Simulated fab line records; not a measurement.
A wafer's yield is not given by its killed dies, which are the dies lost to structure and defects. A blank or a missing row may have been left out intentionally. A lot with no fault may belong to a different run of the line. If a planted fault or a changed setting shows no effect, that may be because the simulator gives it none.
Which of the tools did it? / flow rit-cmos / Sampling: 14 lots, 42 wafers, 4 of 202 route steps

## WHAT THE GAUGES READ, wafer by wafer
RIT_GATE_THK_MEAS_07.
lot=L222; measured=day 2 21:08; on=film-metro-04; GATE_OXIDE_THK (nm)=2.99 2.90 2.97
lot=L224; measured=day 3 06:40; on=film-metro-02; GATE_OXIDE_THK (nm)=3.03 3.09 3.01
lot=L225; measured=day 3 10:45; on=film-metro-04; GATE_OXIDE_THK (nm)=3.07 3.13 3.04
lot=L227; measured=day 3 23:43; on=film-metro-02; GATE_OXIDE_THK (nm)=2.99 2.98 2.95
lot=L228; measured=day 4 02:49; on=film-metro-03; GATE_OXIDE_THK (nm)=3.08 3.08 2.99
lot=L230; measured=day 4 13:08; on=film-metro-04; GATE_OXIDE_THK (nm)=3.03 3.05 2.97
lot=L231; measured=day 4 20:23; on=film-metro-02; GATE_OXIDE_THK (nm)=3.00 3.09 3.04
lot=L232; measured=day 5 03:14; on=film-metro-02; GATE_OXIDE_THK (nm)=2.96 2.99 3.03
lot=L235; measured=day 5 19:22; on=film-metro-02; GATE_OXIDE_THK (nm)=3.05 3.03 2.94
lot=L238; measured=day 6 11:37; on=film-metro-04; GATE_OXIDE_THK (nm)=3.10 3.14 3.17
lot=L239; measured=day 6 16:12; on=film-metro-04; GATE_OXIDE_THK (nm)=2.94 3.04 2.96
lot=L240; measured=day 6 17:55; on=film-metro-02; GATE_OXIDE_THK (nm)=2.96 2.98 2.99
lot=L241; measured=day 7 01:16; on=film-metro-02; GATE_OXIDE_THK (nm)=3.08 3.09 3.12
lot=L242; measured=day 7 03:35; on=film-metro-03; GATE_OXIDE_THK (nm)=3.17 3.12 3.07

RIT_GATE_OVL_MEAS_17.
lot=L222; measured=day 3 00:05; on=overlay-01; GATE_OVL (nm)=0.2 -0.2 -0.3
lot=L224; measured=day 3 09:22; on=overlay-02; GATE_OVL (nm)=-0.2 1.3 0.9
lot=L225; measured=day 3 13:38; on=overlay-02; GATE_OVL (nm)=-3.4 -1.4 -2.3
lot=L227; measured=day 4 02:29; on=overlay-02; GATE_OVL (nm)=-0.4 0.1 0.5
lot=L228; measured=day 4 05:30; on=overlay-01; GATE_OVL (nm)=0.3 -0.7 0.8
lot=L230; measured=day 4 15:58; on=overlay-02; GATE_OVL (nm)=0.9 -0.4 0.3
lot=L231; measured=day 4 23:13; on=overlay-02; GATE_OVL (nm)=1.6 -0.6 2.4
lot=L232; measured=day 5 06:04; on=overlay-01; GATE_OVL (nm)=0.9 -0.8 -1.0
lot=L235; measured=day 5 22:04; on=overlay-01; GATE_OVL (nm)=0.3 1.7 1.7
lot=L238; measured=day 6 14:19; on=overlay-01; GATE_OVL (nm)=3.1 2.9 2.6
lot=L239; measured=day 6 20:11; on=overlay-01; GATE_OVL (nm)=-1.0 -3.0 -2.4
lot=L240; measured=day 6 20:55; on=overlay-02; GATE_OVL (nm)=-2.7 -1.6 -2.1
lot=L241; measured=day 7 03:58; on=overlay-01; GATE_OVL (nm)=-1.3 -1.7 -0.3
lot=L242; measured=day 7 07:27; on=overlay-01; GATE_OVL (nm)=1.2 1.0 2.5

## WHICH TOOL RAN EACH LOT (tool, then ch and the chambers of the sampled wafers, then the start)
lot=L222; RIT_NWELL_STRIP_09=plasma-asher-02 ch 0,1, day 2 06:49; RIT_NRETRO_SOFTBAKE_02=litho-track-01 ch 0, day 2 16:23
lot=L224; RIT_NWELL_STRIP_09=plasma-asher-04 ch 0,1, day 2 17:31; RIT_NRETRO_SOFTBAKE_02=litho-track-01 ch 0, day 3 01:10
lot=L225; RIT_NWELL_STRIP_09=plasma-asher-02 ch 0,1, day 2 21:49; RIT_NRETRO_SOFTBAKE_02=litho-track-04 ch 0, day 3 05:43
lot=L227; RIT_NWELL_STRIP_09=plasma-asher-04 ch 0,1, day 3 09:56; RIT_NRETRO_SOFTBAKE_02=litho-track-04 ch 0, day 3 17:46
lot=L228; RIT_NWELL_STRIP_09=plasma-asher-01 ch 0,1, day 3 14:23; RIT_NRETRO_SOFTBAKE_02=litho-track-04 ch 0, day 3 22:07
lot=L230; RIT_NWELL_STRIP_09=plasma-asher-04 ch 0,1, day 4 00:31; RIT_NRETRO_SOFTBAKE_02=litho-track-04 ch 0, day 4 08:26
lot=L231; RIT_NWELL_STRIP_09=plasma-asher-02 ch 0,1, day 4 05:21; RIT_NRETRO_SOFTBAKE_02=litho-track-04 ch 0, day 4 13:27
lot=L232; RIT_NWELL_STRIP_09=plasma-asher-01 ch 0,1, day 4 11:34; RIT_NRETRO_SOFTBAKE_02=litho-track-04 ch 0, day 4 20:44
lot=L235; RIT_NWELL_STRIP_09=plasma-asher-02 ch 1, day 5 02:32; RIT_NRETRO_SOFTBAKE_02=litho-track-01 ch 0, day 5 11:46
lot=L238; RIT_NWELL_STRIP_09=plasma-asher-04 ch 0,1, day 5 17:29; RIT_NRETRO_SOFTBAKE_02=litho-track-01 ch 0, day 6 04:11
lot=L239; RIT_NWELL_STRIP_09=plasma-asher-01 ch 0,1, day 6 02:32; RIT_NRETRO_SOFTBAKE_02=litho-track-01 ch 0, day 6 09:56
lot=L240; RIT_NWELL_STRIP_09=plasma-asher-02 ch 0,1, day 6 03:47; RIT_NRETRO_SOFTBAKE_02=litho-track-02 ch 0, day 6 12:50
lot=L241; RIT_NWELL_STRIP_09=plasma-asher-01 ch 0,1, day 6 09:34; RIT_NRETRO_SOFTBAKE_02=litho-track-02 ch 0, day 6 17:46
lot=L242; RIT_NWELL_STRIP_09=plasma-asher-01 ch 0,1, day 6 15:16; RIT_NRETRO_SOFTBAKE_02=litho-track-01 ch 0, day 6 22:53
- RIT_NWELL_STRIP_09: strips in O2, time 180 s.
- RIT_NRETRO_SOFTBAKE_02: time 60 s.

## AS READ BY THE TOOLS THEMSELVES (means over the sampled wafers that have a number; for cases with no such wafer, the mark the record gives instead)
RIT_NWELL_STRIP_09.
lot=L222; tool=plasma-asher-02; drypump-motor-current-A (A)=5.9
lot=L224; tool=plasma-asher-04; drypump-motor-current-A (A)=6.0
lot=L225; tool=plasma-asher-02; drypump-motor-current-A (A)=5.6
lot=L227; tool=plasma-asher-04; drypump-motor-current-A (A)=6.0
lot=L228; tool=plasma-asher-01; drypump-motor-current-A (A)=5.1
lot=L230; tool=plasma-asher-04; drypump-motor-current-A (A)=6.0
lot=L231; tool=plasma-asher-02; drypump-motor-current-A (A)=5.6
lot=L232; tool=plasma-asher-01; drypump-motor-current-A (A)=4.9
lot=L235; tool=plasma-asher-02; drypump-motor-current-A (A)=6.1
lot=L238; tool=plasma-asher-04; drypump-motor-current-A (A)=6.0
lot=L239; tool=plasma-asher-01; drypump-motor-current-A (A)=4.9
lot=L240; tool=plasma-asher-02; drypump-motor-current-A (A)=5.9
lot=L241; tool=plasma-asher-01; drypump-motor-current-A (A)=4.9
lot=L242; tool=plasma-asher-01; drypump-motor-current-A (A)=5.0

RIT_NRETRO_SOFTBAKE_02.
lot=L222; tool=litho-track-01; heater-power-total-W (W)=34.58; plate-temp-C (C)=90.01
lot=L224; tool=litho-track-01; heater-power-total-W (W)=34.61; plate-temp-C (C)=89.98
lot=L225; tool=litho-track-04; heater-power-total-W (W)=34.52; plate-temp-C (C)=90.18
lot=L227; tool=litho-track-04; heater-power-total-W (W)=34.60; plate-temp-C (C)=89.95
lot=L228; tool=litho-track-04; heater-power-total-W (W)=34.53; plate-temp-C (C)=89.95
lot=L230; tool=litho-track-04; heater-power-total-W (W)=34.58; plate-temp-C (C)=90.01
lot=L231; tool=litho-track-04; heater-power-total-W (W)=34.96; plate-temp-C (C)=90.64
lot=L232; tool=litho-track-04; heater-power-total-W (W)=34.99; plate-temp-C (C)=90.51
lot=L235; tool=litho-track-01; heater-power-total-W (W)=34.56; plate-temp-C (C)=89.94
lot=L238; tool=litho-track-01; heater-power-total-W (W)=34.57; plate-temp-C (C)=89.94
lot=L239; tool=litho-track-01; heater-power-total-W (W)=34.59; plate-temp-C (C)=89.97
lot=L240; tool=litho-track-02; heater-power-total-W (W)=34.60; plate-temp-C (C)=90.00
lot=L241; tool=litho-track-02; heater-power-total-W (W)=34.55; plate-temp-C (C)=90.06
lot=L242; tool=litho-track-01; heater-power-total-W (W)=34.55; plate-temp-C (C)=90.02

## THE ANSWER, worked out from the rows above alone
Rule: the usual values come from the lots themselves. Put in order of their means at a reading, lots are off if they are a third of the lots or fewer, leave a main group of 4 or more, and stand apart from it by a gap of 3 or more times the standard deviation of the main group's means; of several such gaps the widest counts. A main group is skipped when, at the precision printed for the reading in the tables above, its means are all equal. Also off: a lot with no number at a reading for which 4 or more lots have one. The other lots that the step has rows for count as sound. The gauges are gone through in route order, then the tools' own readings, and for those a lot's mean is taken as printed above. The first step at which some lot is off is used, and at that step the reading that is off furthest; a lot without a number counts as furthest.
Off, at RIT_NRETRO_SOFTBAKE_02 on heater-power-total-W: L231, L232. The main group has a mean of 34.57 W with a standard deviation of 0.027.
If a tool, at that step or one of the process steps before it, ran each lot that is off and ran no sound lot following the first of them, it fits. One fits: RIT_NRETRO_SOFTBAKE_02 on litho-track-04. Its last sound lot is L230 (day 4 08:26), its first lot that is off L231 (day 4 13:27): a fault that began between those two fits.
The tool's own readings at RIT_NRETRO_SOFTBAKE_02 bear it out: on the lots that are off they differ by more than 5 times the standard deviation of the sound lots' means. heater-power-total-W reads 34.98 W there against 34.57 W on the sound lots; plate-temp-C reads 90.58 C there against 90.00 C on the sound lots.

## WHAT THE SIMULATOR PUT IN
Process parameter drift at RIT_NRETRO_SOFTBAKE_02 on litho-track-04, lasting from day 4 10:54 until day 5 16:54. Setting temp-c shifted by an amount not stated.
Lots struck among those shown: L231, L232. The same result came from the rule above.
